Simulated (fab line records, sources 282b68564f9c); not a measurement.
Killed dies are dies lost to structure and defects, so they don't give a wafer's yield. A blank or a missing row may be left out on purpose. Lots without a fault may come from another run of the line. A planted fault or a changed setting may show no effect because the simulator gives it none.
A struck lot beside a sound one | flow rit_cmos | 33 steps out of a route of 202
Sound: wafers L750.3, L750.4, L750.6. Struck: wafers L757.3, L757.5, L757.6. The cause comes at the end.
At each step with rows: each side's tool, then ch and its chambers, then its first start. Under that, the readings that differ: sound wafers | struck wafers | difference of the means | sigmas: that difference in standard deviations of wafers without a fault.
alike: readings whose means differ by less than 2 such deviations, and words and numbers that are the same on both sides. not compared: withheld readings, readings that some wafer has no value for, bounds like >300 that may hide the same value, and numbers for which the record gives no deviation and whose values overlap.
The two part at a step that has a row with sigmas, a row that says differs or no value, or rows on one side only. Numbers that don't overlap but have no deviation are shown without sigmas and don't part them. A reading that every wafer of one side lacks parts them only if that side has two wafers or more.

first, 6 steps without rows for these wafers: RIT_CONTACT_HMDS_02 (prime time 60 s); RIT_CONTACT_COAT_03 (resist thk 1000 nm); RIT_CONTACT_SOFTBAKE_04 (time 60 s); RIT_CONTACT_EXPOSE_05 (exposes mask M11, target cd 1000 nm); RIT_CONTACT_PEB_06; RIT_CONTACT_DEVELOP_07 (develop time 120 s).
RIT_CONTACT_CD_MEAS_08: target cd 1000 nm.
  sound on cd_sem-02, day 3 20:00; struck on cd_sem-02, day 5 06:15
  alike: cd_nm
RIT_CONTACT_OVL_MEAS_09:
  sound on overlay-01, day 3 20:05; struck on overlay-02, day 5 06:21
  alike: CONTACT_OVL
then, 1 step without rows for these wafers: RIT_CONTACT_HARDBAKE_10 (time 60 s).
RIT_CONTACT_ETCH_11: etches SiO2 in CHF3/CF4/Ar, stops on TiSi2, target depth 480 nm, time 320 s.
  sound on rie_diel-01 ch 1,2,3, day 3 20:16; struck on rie_diel-01 ch 1,2, day 5 06:31
  alike: CHF3_flow_sccm, drypump_motor_current_A, oes_product_au, throttle_valve_pct
  not compared: rf_hours_counter_h
RIT_CONTACT_STRIP_12: strips in O2, time 180 s.
  sound on plasma_asher-04 ch 0,1, day 3 20:31; struck on plasma_asher-04 ch 0,1, day 5 06:46
  alike: drypump_motor_current_A
  not compared: rf_hours_counter_h
RIT_CONTACT_CD_MEAS_90: target cd 1000 nm.
  sound on cd_sem-01, day 3 20:40; struck on cd_sem-02, day 5 06:56
  alike: cd_nm
RIT_CONTACT_CLEAN_13: cleans in SC1, time 600 s.
  sound on wet_bench-03 ch 2, day 3 20:45; struck on wet_bench-03 ch 3, day 5 07:01
then, 1 step without rows for these wafers: RIT_CONTACT_CLEAN_14 (cleans in SC2, time 600 s).
RIT_M1_SPUTTER_00: material Al, target thk 400 nm, time 500 s.
  sound on pvd_sputter-01, day 3 21:08; struck on pvd_sputter-03, day 5 07:22
  alike: throttle_valve_pct
RIT_M1_RS_MEAS_01: measures by four-point-probe.
  sound on film_metro-01, day 3 21:28; struck on film_metro-01, day 5 07:41
  alike: M1_AL_RS
RIT_M1_THK_MEAS_02: measures by xrf.
  sound on film_metro-01, day 3 21:34; struck on film_metro-01, day 5 07:47
  alike: M1_AL_THK
then, 6 steps without rows for these wafers: RIT_M1_HMDS_03 (prime time 60 s); RIT_M1_COAT_04 (resist thk 1300 nm); RIT_M1_SOFTBAKE_05 (time 60 s); RIT_M1_EXPOSE_06 (exposes mask M12, target cd 2600 nm); RIT_M1_PEB_07; RIT_M1_DEVELOP_08 (develop time 68 s).
RIT_M1_CD_MEAS_09: target cd 2600 nm.
  sound on cd_sem-02, day 3 22:32; struck on cd_sem-02, day 5 08:59
  alike: cd_nm
RIT_M1_OVL_MEAS_10:
  sound on overlay-01, day 3 22:37; struck on overlay-01, day 5 09:04
  reading     | sound       | struck         | difference | sigmas
  M1_OVL (nm) | 0.8 1.5 3.1 | -4.6 -2.2 -2.8 | -5.0       | -3
then, 1 step without rows for these wafers: RIT_M1_HARDBAKE_11 (time 120 s).
RIT_M1_METAL_ETCH_12: etches Al in Cl2/BCl3, stops on SiO2, time 165 s, target depth 600 nm.
  sound on rie_metal-04 ch 1, day 3 23:00; struck on rie_metal-01 ch 0,1, day 5 09:29
  alike: drypump_motor_current_A, oes_product_au, throttle_valve_pct
  not compared: rf_hours_counter_h
then, 1 step without rows for these wafers: RIT_M1_STRIP_13 (strips in nmp, time 600 s).
RIT_M1_STRIP_14: strips in O2, time 180 s.
  sound on plasma_asher-01 ch 0,1, day 3 23:29; struck on plasma_asher-02 ch 0,1, day 5 09:51
  alike: drypump_motor_current_A
  not compared: rf_hours_counter_h
RIT_M1_CD_MEAS_90: target cd 2600 nm.
  sound on cd_sem-01, day 3 23:38; struck on cd_sem-02, day 5 10:01
  alike: cd_nm
then, 1 step without rows for these wafers: RIT_M1_ANNEAL_15 (time 1800 s).
RIT_M1_BOW_MEAS_16:
  sound on film_metro-02, day 4 01:24; struck on film_metro-01, day 5 12:35
  alike: M1_BOW
RIT_M1_PROBE_99:
  sound on prober-01, day 4 01:35; struck on prober-02, day 5 12:46
  reading            | sound | struck   | difference | sigmas
  killed_at_contacts | 0 0 0 | 18 23 18 | +20        | +99 or more
  killed_dies        | 6 8 8 | 21 25 22 | +15        | +5
  killed_on_rim      | 3 0 0 | 9 9 10   | +8         | +6
  alike: killed_at_M0_to_M3, killed_at_front_end, killed_open, killed_short

WHERE THEY PART
First at RIT_M1_OVL_MEAS_10; last, within this record, at RIT_M1_PROBE_99.

WHY: what the simulator had put in
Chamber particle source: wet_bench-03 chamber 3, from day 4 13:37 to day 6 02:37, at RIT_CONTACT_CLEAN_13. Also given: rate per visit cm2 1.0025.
